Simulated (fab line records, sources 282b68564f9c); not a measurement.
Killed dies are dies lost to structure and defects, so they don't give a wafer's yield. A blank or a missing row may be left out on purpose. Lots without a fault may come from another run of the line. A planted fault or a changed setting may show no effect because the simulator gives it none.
fab line records | flow rit_cmos
record lots=15 wafers=45 last_day=8
route steps=202 shown FOX2@80 NSD@139 M1@194
lots that met no fault: from a run of the same line without faults
start_h: hours from the record's first day to the start of the lot's first wafer shown | wait_h: hours since the lot's step before | " the same as in the row above | L1.1+2: a row that stands for several wafers | - no value, or no start given | * or withheld: withheld | < > ~ a bound
route shown NAME@n: a module of which the file shows steps, and the number in the route of the first | usual: mean/standard deviation of fault-free wafers | same: alike in all rows | chamber/n: place in a boat | sites: the reading at each site | _std_site: their standard deviation | _edge_site: outer sites' mean less inner sites' | radius_mm: how far each site lies from the wafer's centre | mask NAME#n: copy n | behind: the tool/chamber that last shaped the wafer | hold: why the lot was held/for how many hours/how that ended | device: the transistor (n, p or np) that didn't switch | end of line: the same wafers' tests at the end of the route | a step without rows: its recipe alone | killed: dies lost to structure and defects at the first sort, not the wafer's yield | map: a wafer's dies, x killed, . not, _ none there
set.NAME: the setting as run; set.NAME@STEP: as run at that earlier step | model.NAME: the simulator's own value behind a step, which no gauge read
steps of the route over a sample of lots; a table a step, a row a wafer
services: from which hour (start_h, from the record's first day; less than 0 if before it) a tool's chamber was out of use, for how many hours, and why
## steps
# step RIT_FOX2_THK_MEAS_91
# recipe reads=SiO2_of_FOX2_OXIDATION_00
# usual FIELD_OXIDE_LEFT_2_THK=257/7.5
# columns lot.wafer tool chamber start_h wait_h FIELD_OXIDE_LEFT_2_THK[nm]
L381.1 film_metro-04 - 40.95 0.0 241
L381.2 " - " " 245
L381.6 " - " " 243
L383.1 film_metro-02 - 47.02 0.0 252
L383.4 " - " " 255
L383.5 " - " " 257
L384.2 film_metro-02 - 49.53 0.0 246
L384.5 " - " " 246
L384.6 " - " " 246
L385.1 film_metro-01 - 61.04 0.0 249
L385.2 " - " " 246
L385.6 " - " " 248
L386.2 film_metro-01 - 63.29 0.0 253
L386.3 " - " " 255
L386.6 " - " " 246
L387.2 film_metro-01 - 63.60 0.0 261
L387.4 " - " " 254
L387.5 " - " " 259
L393.3 film_metro-02 - 93.74 0.0 249
L393.4 " - " " 252
L393.5 " - " " 257
L394.4 film_metro-02 - 99.16 0.0 269
L394.5 " - " " 266
L394.6 " - " " 268
L395.1 film_metro-04 - 104.59 0.0 255
L395.2 " - " " 251
L395.6 " - " " 251
L397.2 film_metro-02 - 113.62 0.0 265
L397.3 " - " " 256
L397.5 " - " " 262
L400.1 film_metro-01 - 131.65 0.0 268
L400.5 " - " " 266
L400.6 " - " " 270
L401.1 film_metro-01 - 137.27 0.0 249
L401.3 " - " " 244
L401.4 " - " " 248
L402.1 film_metro-04 - 146.50 0.0 251
L402.5 " - " " 248
L402.6 " - " " 253
L403.4 film_metro-02 - 151.44 0.0 260
L403.5 " - " " 256
L403.6 " - " " 262
L404.1 film_metro-01 - 155.92 0.0 253
L404.4 " - " " 256
L404.6 " - " " 260
# step RIT_NSD_IMPLANT_08
# recipe species=P energy_kev=25 dose_cm2=1e+15 tilt_deg=7
# usual dose_ions_cm2=1e+15/1.1e+12 faraday_current_uA=3130/58
# columns lot.wafer tool chamber start_h wait_h dose_ions_cm2 faraday_current_uA
L381.1 implanter-03 0 57.95 0.1 9.996e+14 3166
L381.2 " 0 " " 1.0009e+15 3128
L381.6 " 0 " " 9.982e+14 3134
L383.1 implanter-03 0 62.23 0.1 1.1687e+15 3661
L383.4 " 0 " " 1.1691e+15 3535
L383.5 " 0 " " 1.1701e+15 3568
L384.2 implanter-03 0 66.72 0.1 1.1694e+15 3754
L384.5 " 0 " " 1.1712e+15 3644
L384.6 " 0 " " 1.1697e+15 3537
L386.2 implanter-01 0 80.10 0.1 1.0022e+15 3211
L386.3 " 0 " " 9.997e+14 3222
L386.6 " 0 " " 9.989e+14 3132
L387.2 implanter-03 0 80.34 0.1 1.1687e+15 3660
L387.4 " 0 " " 1.1689e+15 3619
L387.5 " 0 " " 1.1699e+15 3589
L385.1 implanter-04 0 80.63 0.1 1.0006e+15 3167
L385.2 " 0 " " 1.0011e+15 3147
L385.6 " 0 " " 9.991e+14 3123
L393.3 implanter-01 0 109.56 0.1 9.983e+14 3131
L393.4 " 0 " " 9.992e+14 3185
L393.5 " 0 " " 9.997e+14 3183
L394.4 implanter-01 0 117.56 0.1 9.993e+14 3091
L394.5 " 0 " " 9.989e+14 3165
L394.6 " 0 " " 1.0009e+15 3181
L395.1 implanter-01 0 119.28 0.1 1.0014e+15 3301
L395.2 " 0 " " 1.0028e+15 3085
L395.6 " 0 " " 1.0022e+15 3049
L397.2 implanter-04 0 130.53 0.1 9.987e+14 3182
L397.3 " 0 " " 9.987e+14 3122
L397.5 " 0 " " 9.989e+14 3087
L400.1 implanter-01 0 153.67 0.1 9.993e+14 3170
L400.5 " 0 " " 1.0001e+15 3066
L400.6 " 0 " " 1.0014e+15 3144
L401.1 implanter-03 0 157.32 0.1 9.998e+14 3096
L401.3 " 0 " " 9.989e+14 3203
L401.4 " 0 " " 9.99e+14 3130
L402.1 implanter-03 0 164.25 0.1 1.0005e+15 3077
L402.5 " 0 " " 1.0001e+15 3044
L402.6 " 0 " " 1.0005e+15 3204
L403.4 implanter-03 0 173.46 0.1 1.0017e+15 3119
L403.5 " 0 " " 1.0017e+15 3191
L403.6 " 0 " " 1.0023e+15 3111
L404.1 implanter-01 0 175.18 0.1 9.975e+14 3190
L404.4 " 0 " " 9.997e+14 3117
L404.6 " 0 " " 9.999e+14 3080
# step RIT_NSD_TW_MEAS_10
# usual NSD_TW=3110/25
# columns lot.wafer tool chamber start_h wait_h NSD_TW
L381.1 film_metro-01 - 58.28 0.1 3106
L381.2 " - " " 3102
L381.6 " - " " 3097
L383.1 film_metro-04 - 62.55 0.1 3203
L383.4 " - " " 3185
L383.5 " - " " 3183
L384.2 film_metro-03 - 67.03 0.1 3266
L384.5 " - " " 3266
L384.6 " - " " 3271
L386.2 film_metro-04 - 80.41 0.1 3076
L386.3 " - " " 3109
L386.6 " - " " 3104
L387.2 film_metro-03 - 80.65 0.1 3260
L387.4 " - " " 3262
L387.5 " - " " 3237
L385.1 film_metro-01 - 80.95 0.1 3103
L385.2 " - " " 3084
L385.6 " - " " 3118
L393.3 film_metro-01 - 109.86 0.1 3099
L393.4 " - " " 3109
L393.5 " - " " 3114
L394.4 film_metro-04 - 117.84 0.1 3070
L394.5 " - " " 3055
L394.6 " - " " 3077
L395.1 film_metro-04 - 119.60 0.1 3072
L395.2 " - " " 3101
L395.6 " - " " 3072
L397.2 film_metro-04 - 130.84 0.1 3102
L397.3 " - " " 3096
L397.5 " - " " 3100
L400.1 film_metro-03 - 154.00 0.1 3151
L400.5 " - " " 3159
L400.6 " - " " 3158
L401.1 film_metro-01 - 157.65 0.1 3115
L401.3 " - " " 3099
L401.4 " - " " 3104
L402.1 film_metro-01 - 164.58 0.1 3108
L402.5 " - " " 3102
L402.6 " - " " 3106
L403.4 film_metro-01 - 173.74 0.1 3106
L403.5 " - " " 3101
L403.6 " - " " 3098
L404.1 film_metro-01 - 175.50 0.1 3099
L404.4 " - " " 3097
L404.6 " - " " 3101
# step RIT_SDANNEAL_RS_MEAS_05
# recipe thk_meas_gauge=four-point-probe
# usual NSD_RS=84.60/0.26
# columns lot.wafer tool chamber start_h wait_h NSD_RS[ohm/sq]
L381.1 film_metro-03 - 60.43 0.1 84.76
L381.2 " - " " 85.19
L381.6 " - " " 84.93
L383.1 film_metro-01 - 64.88 0.1 74.80
L383.4 " - " " 74.69
L383.5 " - " " 74.80
L384.2 film_metro-03 - 69.19 0.1 74.99
L384.5 " - " " 75.02
L384.6 " - " " 74.91
L387.2 film_metro-04 - 82.89 0.1 74.83
L387.4 " - " " 74.59
L387.5 " - " " 74.89
L386.2 film_metro-01 - 82.92 0.1 84.57
L386.3 " - " " 84.44
L386.6 " - " " 84.55
L385.1 film_metro-03 - 83.00 0.1 84.36
L385.2 " - " " 84.51
L385.6 " - " " 84.57
L393.3 film_metro-04 - 112.08 0.1 84.49
L393.4 " - " " 84.52
L393.5 " - " " 84.36
L394.4 film_metro-04 - 120.02 0.1 84.59
L394.5 " - " " 84.63
L394.6 " - " " 84.73
L395.1 film_metro-04 - 121.75 0.1 84.47
L395.2 " - " " 84.35
L395.6 " - " " 84.50
L397.2 film_metro-01 - 132.88 0.1 84.51
L397.3 " - " " 84.40
L397.5 " - " " 84.37
L400.1 film_metro-01 - 156.22 0.1 84.68
L400.5 " - " " 84.71
L400.6 " - " " 84.88
L401.1 film_metro-04 - 159.73 0.1 84.17
L401.3 " - " " 84.63
L401.4 " - " " 84.54
L402.1 film_metro-01 - 166.66 0.1 84.70
L402.5 " - " " 84.67
L402.6 " - " " 84.49
L403.4 film_metro-04 - 175.80 0.1 84.28
L403.5 " - " " 84.54
L403.6 " - " " 84.51
L404.1 film_metro-04 - 177.66 0.1 84.32
L404.4 " - " " 84.39
L404.6 " - " " 84.28
# step RIT_M1_OVL_MEAS_10
# usual M1_OVL=-0.7/1.4
# columns lot.wafer tool chamber start_h wait_h M1_OVL[nm]
L381.1 overlay-02 - 65.28 0.1 -3.5
L381.2 " - " " -1.2
L381.6 " - " " -2.1
L383.1 overlay-02 - 69.88 0.1 -2.5
L383.4 " - " " -2.4
L383.5 " - " " -2.2
L384.2 overlay-01 - 74.33 0.1 0.0
L384.5 " - " " -0.5
L384.6 " - " " -2.1
L387.2 overlay-01 - 87.89 0.1 -1.5
L387.4 " - " " 0.2
L387.5 " - " " -1.5
L386.2 overlay-01 - 88.20 0.1 -1.3
L386.3 " - " " -0.7
L386.6 " - " " -1.0
L385.1 overlay-02 - 88.52 0.1 -2.4
L385.2 " - " " -1.5
L385.6 " - " " -1.1
L393.3 overlay-02 - 116.65 0.1 -1.7
L393.4 " - " " -1.6
L393.5 " - " " 1.4
L394.4 overlay-02 - 124.69 0.1 -0.8
L394.5 " - " " -3.1
L394.6 " - " " -1.9
L395.1 overlay-01 - 126.45 0.1 0.8
L395.2 " - " " -0.7
L395.6 " - " " -0.4
L397.2 overlay-02 - 137.57 0.1 -0.1
L397.3 " - " " -2.3
L397.5 " - " " -3.2
L400.1 overlay-01 - 161.20 0.1 -0.7
L400.5 " - " " -3.0
L400.6 " - " " -0.7
L401.1 overlay-01 - 164.48 0.1 -0.5
L401.3 " - " " -0.9
L401.4 " - " " 0.4
L402.1 overlay-02 - 171.42 0.1 -0.6
L402.5 " - " " 0.4
L402.6 " - " " -1.3
L403.4 overlay-01 - 180.69 0.1 0.5
L403.5 " - " " -0.4
L403.6 " - " " 0.0
L404.1 overlay-02 - 182.25 0.1 -0.7
L404.4 " - " " -1.3
L404.6 " - " " -2.4
# step RIT_M1_STRIP_14
# recipe chemistry=O2 time_s=180 platen_temp_c=withheld power_w=500 pressure_mtorr=4000 o2_flow_sccm=4000
# usual drypump_motor_current_A=5.7/0.47
# columns lot.wafer tool chamber start_h wait_h drypump_motor_current_A rf_hours_counter_h
L381.1 plasma_asher-04 1 65.91 0.0 6.3 41
L381.2 " 0 " " 6.1 41
L381.6 " 0 " " 6.1 -
L383.1 plasma_asher-01 1 70.50 0.0 5.0 28
L383.4 " 1 " " 5.0 -
L383.5 " 0 " " 5.5 -
L384.2 plasma_asher-04 1 75.29 0.0 6.3 43
L384.5 " 1 " " 6.3 -
L384.6 " 0 " " 6.2 -
L387.2 plasma_asher-01 1 88.71 0.0 5.0 30
L387.4 " 0 " " 5.5 -
L387.5 " 0 " " 5.5 -
L386.2 plasma_asher-02 1 88.82 0.0 5.6 46
L386.3 " 1 " " 5.6 -
L386.6 " 0 " " 5.5 -
L385.1 plasma_asher-04 1 89.14 0.0 6.3 44
L385.2 " 0 " " 6.2 44
L385.6 " 1 " " 6.3 -
L393.3 plasma_asher-01 1 117.34 0.1 5.0 -
L393.4 " 0 " " 5.5 -
L393.5 " 0 " " 5.5 -
L394.4 plasma_asher-01 0 125.35 0.1 5.5 -
L394.5 " 1 " " 5.0 -
L394.6 " 0 " " 5.5 -
L395.1 plasma_asher-04 1 127.08 0.0 6.3 48
L395.2 " 0 " " 6.2 48
L395.6 " 1 " " 6.3 -
L397.2 plasma_asher-04 0 138.18 0.0 6.1 49
L397.3 " 1 " " 6.3 -
L397.5 " 1 " " 6.3 -
L400.1 plasma_asher-04 0 161.82 0.0 6.2 51
L400.5 " 1 " " 6.3 -
L400.6 " 0 " " 6.2 -
L401.1 plasma_asher-01 0 165.14 0.0 5.5 37
L401.3 " 1 " " 5.0 -
L401.4 " 0 " " 5.5 -
L402.1 plasma_asher-04 0 172.04 0.0 6.1 52
L402.5 " 1 " " 6.3 -
L402.6 " 0 " " 6.2 -
L403.4 plasma_asher-01 1 181.35 0.1 4.9 -
L403.5 " 0 " " 5.6 -
L403.6 " 1 " " 5.0 -
L404.1 plasma_asher-02 1 182.87 0.0 5.6 56
L404.4 " 0 " " 5.5 -
L404.6 " 0 " " 5.5 -
# step RIT_M1_PROBE_99
# usual killed_at_M0_to_M3=0.0/0.12 killed_at_contacts=0.0/0.2 killed_at_front_end=7/3 killed_dies=7/3 killed_on_rim=2.1/1.6 killed_open=3.4/1.8 killed_short=3.8/2.1
# same gross_dies=264 killed_at_M4_up=0 killed_at_back_side=0 killed_at_other=0
# columns lot.wafer tool chamber start_h wait_h killed_at_M0_to_M3 killed_at_contacts killed_at_front_end killed_dies killed_on_rim killed_open killed_short
L381.1 prober-01 - 67.82 0.1 0 0 8 8 2 6 2
L381.2 prober-01 - 67.87 0.1 0 1 10 11 1 7 4
L381.6 prober-01 - 68.07 0.2 0 0 10 10 6 6 4
L385.1 prober-01 - 92.13 0.1 0 0 6 6 1 5 1
L385.2 prober-01 - 92.18 0.1 0 0 7 7 1 3 4
L385.6 prober-01 - 92.38 0.2 0 0 4 4 2 3 1
L386.2 prober-02 - 92.18 0.1 0 0 5 5 1 3 2
L386.3 prober-02 - 92.23 0.2 0 0 7 7 4 4 3
L386.6 prober-02 - 92.38 0.2 0 0 2 2 0 2 0
# killed by level:class
L381.1 GATE:geometric_particle:open=3 GATE:geometric_particle:short=2 REOX:geometric_particle:open=2 FOX1:geometric_particle:open=1
L381.2 GATE:geometric_particle:open=4 SILICIDE:geometric_particle:open=3 GATE:geometric_particle:short=2 REOX:geometric_particle:short=1 CONTACT:geometric_particle:short=1
L381.6 GATE:geometric_particle:open=2 GATE:geometric_particle:short=2 REOX:geometric_particle:open=2 REOX:geometric_particle:short=2 FOX1:geometric_particle:open=1 SILICIDE:geometric_particle:open=1
L385.1 GATE:geometric_particle:open=5 SPACER:geometric_particle:short=1
L385.2 GATE:geometric_particle:short=3 SILICIDE:geometric_particle:open=2 FOX1:geometric_particle:short=1 REOX:geometric_particle:open=1
L386.2 GATE:geometric_particle:short=2 FOX1:geometric_particle:open=1 GATE:geometric_particle:open=1 SPACER:geometric_particle:open=1
L386.3 SPACER:geometric_particle:short=2 SPACER:geometric_particle:open=2 FOX1:geometric_particle:open=1 FOX2:geometric_particle:open=1 REOX:geometric_particle:short=1
L385.6 SPACER:geometric_particle:open=2 FOX1:geometric_particle:short=1 GATE:geometric_particle:open=1
L386.6 FOX1:geometric_particle:open=1 SILICIDE:geometric_particle:open=1
## services
# columns tool chamber start_h hours kind
implanter-01 - 37.41 1.2 repair
implanter-01 - 42.59 0.5 repair
implanter-01 - 53.73 1.6 repair
plasma_asher-04 - 78.88 2.8 pm
implanter-01 - 82.24 0.7 repair
implanter-03 - 129.22 0.7 repair
plasma_asher-01 - 136.21 0.6 repair
implanter-04 - 136.36 3.6 repair
## key
first_sign step=RIT_NSD_IMPLANT_08 reading=dose_ions_cm2 direction=up sigmas=99+ usual=1e+15 struck=1.1695e+15
effect step=RIT_NSD_IMPLANT_08 reading=faraday_current_uA direction=up sigmas=8.4 usual=3130 struck=3619
effect step=RIT_NSD_TW_MEAS_10 reading=NSD_TW direction=up sigmas=5 usual=3110 struck=3237
effect step=RIT_SDANNEAL_RS_MEAS_05 reading=NSD_RS direction=down sigmas=38 usual=84.60 struck=74.84
met_at RIT_NSD_IMPLANT_08
struck_lots L383,L384,L387
tester_left_out L383,L384,L387
not_acting_at RIT_FOX2_THK_MEAS_91,RIT_M1_OVL_MEAS_10,RIT_M1_STRIP_14
onset_between 57.95 62.23
fault kind=process_parameter_drift tool=implanter-03 chamber=- onset_h=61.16 steps=RIT_NSD_IMPLANT_08 channel=dose_cm2 offset=1.7e+14 shape=step end_h=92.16 acts_in=these_recipes_only stated=1e+15
# tester_left_out: of these lots the tester's yield and bins aren't shown, on N5 and GAA mostly nor the transistor test; their killed dies are dies lost to structure and defects alone, not to doping, threshold or leakage, so they don't give the yield
